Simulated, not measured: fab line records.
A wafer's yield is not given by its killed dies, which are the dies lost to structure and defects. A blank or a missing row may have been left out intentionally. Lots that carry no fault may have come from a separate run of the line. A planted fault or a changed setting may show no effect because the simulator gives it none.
Code-filled problem report in 8D (eight disciplines) form | flow berkeley cmos170 | the parts of the form that need people (team, actions taken, sign-off) are left out

## 1. WHAT IS WRONG
At UCB170_M2_METAL_ETCH_18, oes product au averages 0.376 a.u. over 6 wafers from 2 lots, while fault-free wafers read 0.856 a.u., standard deviation 0.017. Measured from the usual mean, that is -28 standard deviations.
The step: etches Al in Cl2/BCl3, stops on SiO2, target depth 1170 nm, time 195 s.
First observed at day 13 02:04: wafer L654.1, on rie metal-04. At this step, 42 wafers from 14 lots have a number in the record. Rule for "out", or "out of limits": more than 4 standard deviations from the usual mean. The other wafers with a number count as sound.

## 2. WHAT IT IS, AND WHAT IT ISN'T
question                    | is                         | is not
which readings at this step | oes product au             | bcl3 flow sccm, bias w, drypump motor current A, throttle valve pct
which lots                  | L654, L656                 | L641, L645, L647, L648, L653, L657, L659, L660, L661, L662, L663, L664
which wafers of those lots  | all that have a number     | -
read on which tools         | rie metal-01, rie metal-04 | rie metal-02
when                        | from day 13 02:04          | up to then (15 sound wafers); but 21 sound wafers of L657, L659, L660, L661, L662, L663, L664 came after

## 3. THE SUSPECTS, EACH WITH WHAT RULES IT OUT
Counting: a tool stays on the suspect list if, at a process step up to the reading, it processed all lots that are out and no sound lot following the first of them.
- cmp-02 at UCB170_V1_CMP_02 (polishes SiO2): ruled out as a lasting fault. The sound lots L657, L659, L662, L663 went through it after L654, its earliest lot that is out (day 12 19:25).
- rie diel-02 at UCB170_M2_ETCH_17 (etches BARC in N2/H2): ruled out as a lasting fault. The sound lots L657, L661 went through it after L654, its earliest lot that is out (day 13 02:02).
Left after counting: nothing in the record.

## 4. THE CAUSE (what the simulator had put in)
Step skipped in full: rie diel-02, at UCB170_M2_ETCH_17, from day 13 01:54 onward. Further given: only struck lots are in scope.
It was ruled out by counting, in error; the rule expects a fault to strike all lots run on its tool from its start on, and this fault did not.

## 5. SEQUENCE OF EFFECTS, ordered by route
Each row: a reading where the mean over the struck wafers with a number is more than 3 standard deviations away from the usual. Only readings for which the record gives a usual standard deviation are gone through. hours: the time from each lot's start at the first step in this table that gives one to its start at this step, as a median over the lots. sigmas: the change in usual standard deviations.
hours | step                    | reading        | usual      | on struck wafers | change | sigmas
0     | UCB170_M2_METAL_ETCH_18 | oes product au | 0.856 a.u. | 0.376            | -0.480 | -28
Process steps it contains:
- UCB170_M2_METAL_ETCH_18: etches Al in Cl2/BCl3, stops on SiO2, target depth 1170 nm, time 195 s.
Readings that are blank on the struck wafers while sound wafers have them: bias w at UCB170_M2_ETCH_17; chamber pressure mTorr at UCB170_M2_ETCH_17; drypump motor current A at UCB170_M2_ETCH_17; oes product au at UCB170_M2_ETCH_17; throttle valve pct at UCB170_M2_ETCH_17; cd nm at UCB170_M2_CD_MEAS_90.

## 6. WHAT WOULD HAVE CAUGHT IT SOONER
In this record no reading fell out of limits until day 13 02:04, 0 hours after the fault had begun at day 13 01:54.
At UCB170_M2_ETCH_17 the tool's readings are blank on the struck wafers, where sound wafers have them: an empty tool record is the first sign, and it was there at once.
